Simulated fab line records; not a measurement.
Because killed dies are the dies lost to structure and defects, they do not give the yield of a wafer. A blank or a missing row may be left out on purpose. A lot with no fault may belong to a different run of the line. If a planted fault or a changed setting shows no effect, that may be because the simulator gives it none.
A lot that was struck, set against a sound lot	flow ritCmos	45 out of 202 route steps
Sound: wafers L489.1, L489.3, L489.5. The struck wafers were L502.1, L502.3, L502.4. The cause comes at the end.
Order at every step that has rows: each side's tool, ch and its chambers, its first start. Under that, the readings that differ: sound wafers	struck wafers	difference of the means	sigmas: that difference in standard deviations of wafers without a fault.
alike: words and numbers the same on both sides, and readings whose means are apart by under 2 such deviations; not compared: readings that were withheld, readings missing a value for some wafer, numbers with overlapping values and no deviation given by the record, and bounds like >300 which may hide the same value.
Wherever a step has rows on one side only, a row that says differs or no value, or a row with sigmas, the two part there. Numbers that don't overlap but have no deviation are shown without sigmas and don't part them. A reading missing from all wafers of one side parts the sides only when that side holds two or more wafers.

first, 1 step without rows for these wafers: RIT_ACTIVE_DEVELOP_10 (develop time 50 s).
RIT_ACTIVE_CD_MEAS_11: the cd target is 1400 nm.
  sound on cdSem-02 at day 1 20:32; struck on cdSem-02 at day 4 13:08
reading	sound	struck	difference	sigmas
cdNm (nm)	1394.4 1395.9 1395.3	1400.5 1400.3 1401.0	+5.4	+3
then, 1 step without rows for these wafers: RIT_ACTIVE_HARDBAKE_12 (time 60 s).
RIT_ACTIVE_ETCH_13: etches Si3N4 in SF6, stops on SiO2, time 210 s, target depth 210 nm.
  sound on rieDiel-02 ch 0,1,2, day 1 20:48; struck on rieDiel-04 ch 0,1,2, day 4 13:24
  alike: chamberPressureMTorr, drypumpMotorCurrentA, oesProductAu, throttleValvePct
  not compared: rfHoursCounterH
RIT_ACTIVE_STRIP_14: strips in O2, time 180 s.
  sound on plasmaAsher-01 ch 0,1, day 1 20:56; struck on plasmaAsher-03 ch 0,1, day 4 13:32
  alike: chamberPressureMTorr, drypumpMotorCurrentA
  not compared: rfHoursCounterH
RIT_ACTIVE_CD_MEAS_90: the cd target is 1400 nm.
  sound on cdSem-02 at day 1 21:06; struck on cdSem-02 at day 4 13:42
reading	sound	struck	difference	sigmas
cdNm (nm)	1393.9 1396.1 1395.2	1400.6 1400.0 1400.7	+5.4	+3
then, 4 steps without rows for these wafers: RIT_ACTIVE_CLEAN_15 (cleans in SC1, time 600 s); RIT_ACTIVE_CLEAN_16 (cleans in dHF, time 30 s); RIT_ACTIVE_CLEAN_17 (cleans in SC2, time 600 s); RIT_FOX1_OXIDATION_00 (target thk 350.7 nm, ox time 1130 s).
RIT_FOX1_THK_MEAS_01:
  sound on filmMetro-01 at day 1 22:55; struck on filmMetro-03 at day 4 16:02
  alike: FOX1_OXIDE_THK
then, 1 step without rows for these wafers: RIT_FOX1_WET_ETCH_02 (etches SiO2 in BOE, target depth 350 nm, time 390 s).
RIT_FOX2_OXIDATION_00: target thk 350.7 nm, ox time 1130 s.
  sound on furnace-04 ch 0, day 1 23:05; struck on furnace-04 ch 0, day 4 16:13
reading	sound	struck	difference	sigmas
model.SiO2_of_FOX2_OXIDATION_00.thkNm (nm)	356.1 357 355.1	389 393.4 391.6	+35	
  alike: oxTempC, tubeCenterTempC, tube_center_temp_C_max, zonePowerSourcePct
RIT_FOX2_THK_MEAS_01:
  sound on filmMetro-04 at day 2 00:24; struck on filmMetro-01 at day 4 17:31
reading	sound	struck	difference	sigmas
FOX2_OXIDE_THK (nm)	356 357 355	388 393 391	+35	+6
then, 2 steps without rows for these wafers: RIT_FOX2_CLEAN_02 (cleans in dHF, time 180 s); RIT_FOX2_WET_ETCH_03 (etches Si3N4 in H3PO4, target depth 195 nm, time 2700 s).
RIT_FOX2_THK_MEAS_90:
  sound on filmMetro-02 at day 2 01:20; struck on filmMetro-04 at day 4 18:24
reading	sound	struck	difference	sigmas
FIELD_OXIDE_LEFT_1_THK (nm)	329 330 328	361 365 364	+34	+6
then, 6 steps without rows for these wafers: RIT_NWELL_HMDS_00 (prime time 60 s); RIT_NWELL_COAT_01 (resist thk 1300 nm); RIT_NWELL_SOFTBAKE_02 (time 60 s); RIT_NWELL_EXPOSE_03 (exposes mask M2, target cd 43900 nm); RIT_NWELL_PEB_04; RIT_NWELL_DEVELOP_05 (develop time 68 s).
RIT_NWELL_OVL_MEAS_06:
  sound on overlay-02 at day 2 02:25; struck on overlay-01 at day 4 19:32
reading	sound	struck	difference	sigmas
NWELL_OVL (nm)	1.5 3.2 2.1	-1.1 -0.6 -2.3	-3.6	-3
then, 2 steps without rows for these wafers: RIT_NWELL_HARDBAKE_07 (time 120 s); RIT_NWELL_IMPLANT_08.
RIT_NWELL_STRIP_09: strips in O2, time 180 s.
  sound on plasmaAsher-01 ch 0,1, day 2 02:50; struck on plasmaAsher-01 ch 0,1, day 4 19:59
  alike: chamberPressureMTorr, drypumpMotorCurrentA
  not compared: rfHoursCounterH
RIT_NWELL_TW_MEAS_10:
  sound on filmMetro-03 at day 2 03:01; struck on filmMetro-03 at day 4 20:09
  alike: NWELL_TW
then, 6 steps without rows for these wafers: RIT_PWELL_HMDS_00 (prime time 60 s); RIT_PWELL_COAT_01 (resist thk 1300 nm); RIT_PWELL_SOFTBAKE_02 (time 60 s); RIT_PWELL_EXPOSE_03 (exposes mask M3, target cd 43700 nm); RIT_PWELL_PEB_04; RIT_PWELL_DEVELOP_05 (develop time 68 s).
RIT_PWELL_OVL_MEAS_06:
  sound on overlay-01 at day 2 04:14; struck on overlay-02 at day 4 21:05
  alike: PWELL_OVL
then, 2 steps without rows for these wafers: RIT_PWELL_HARDBAKE_07 (time 120 s); RIT_PWELL_IMPLANT_08.
RIT_PWELL_STRIP_09: strips in O2, time 180 s.
  sound on plasmaAsher-02 ch 0,1, day 2 04:40; struck on plasmaAsher-02 ch 0,1, day 4 21:32
  alike: chamberPressureMTorr, drypumpMotorCurrentA
  not compared: rfHoursCounterH
RIT_PWELL_TW_MEAS_10:
  sound on filmMetro-04 at day 2 04:50; struck on filmMetro-02 at day 4 21:42
  alike: PWELL_TW
then, 1 step without rows for these wafers: RIT_WELLDRIVE_ANNEAL_00 (time 14700 s).
RIT_WELLDRIVE_RS_MEAS_01: a four-point-probe measurement.
  sound on filmMetro-02 at day 2 09:59; struck on filmMetro-03 at day 5 07:19
  alike: NWELL_RS
RIT_WELLDRIVE_RS_MEAS_02: a four-point-probe measurement.
  sound on filmMetro-02 at day 2 10:07; struck on filmMetro-03 at day 5 07:26
  alike: PWELL_RS
RIT_FOX2_THK_MEAS_91:
  sound on filmMetro-01 at day 2 14:13; struck on filmMetro-02 at day 5 11:08
reading	sound	struck	difference	sigmas
FIELD_OXIDE_LEFT_2_THK (nm)	261 262 260	294 298 297	+35	+6
RIT_SILICIDE_WET_ETCH_00: etches SiO2 in BOE, target depth 14 nm, time 15 s.
  sound on wetBench-04 ch 2, day 3 09:49; struck on wetBench-01 ch 0, day 6 06:50
reading	sound	struck	difference	sigmas
model.SiO2_of_FOX2_OXIDATION_00.thkNm (nm)	155.8 156.7 154	188.9 194 192.8	+36.4	
RIT_M1_PROBE_99:
  sound on prober-01 at day 3 16:35; struck on prober-02 at day 6 13:37
reading	sound	struck	difference	sigmas
model.etest.pldd.widthNm (nm)	3150 3145 3150	3120 3144 3099	-27	
model.etest.nldd.widthNm (nm)	3149 3145 3154	3109 3109 3101	-43	
model.etest.pplusSal.widthNm (nm)	3418 3433 3445	3411 3390 3384	-37	
model.etest.pwell.rsOhmSq	417.2 410.4 419.7	437 440.9 439.5	+23	
model.etest.fieldN.vtV (V)	35.43 35.56 35.3	39.65 40.07 39.89	+4.44	
model.etest.fieldP.vtV (V)	-12.54 -12.56 -12.65	-13.32 -13.52 -13.45	-0.85	
  alike: killedAtContacts, killedAtFrontEnd, killedDies, killedOpen, killedShort
  not compared: model.etest.nplusSal.widthNm, model.etest.fieldPMetal.vtV

== WHERE THEY PART ==
First at RIT_ACTIVE_CD_MEAS_11; last, within this record, at RIT_FOX2_THK_MEAS_91. Later steps at which nothing parts them and some readings are alike: RIT_M1_PROBE_99.

WHY: what the simulator had put in
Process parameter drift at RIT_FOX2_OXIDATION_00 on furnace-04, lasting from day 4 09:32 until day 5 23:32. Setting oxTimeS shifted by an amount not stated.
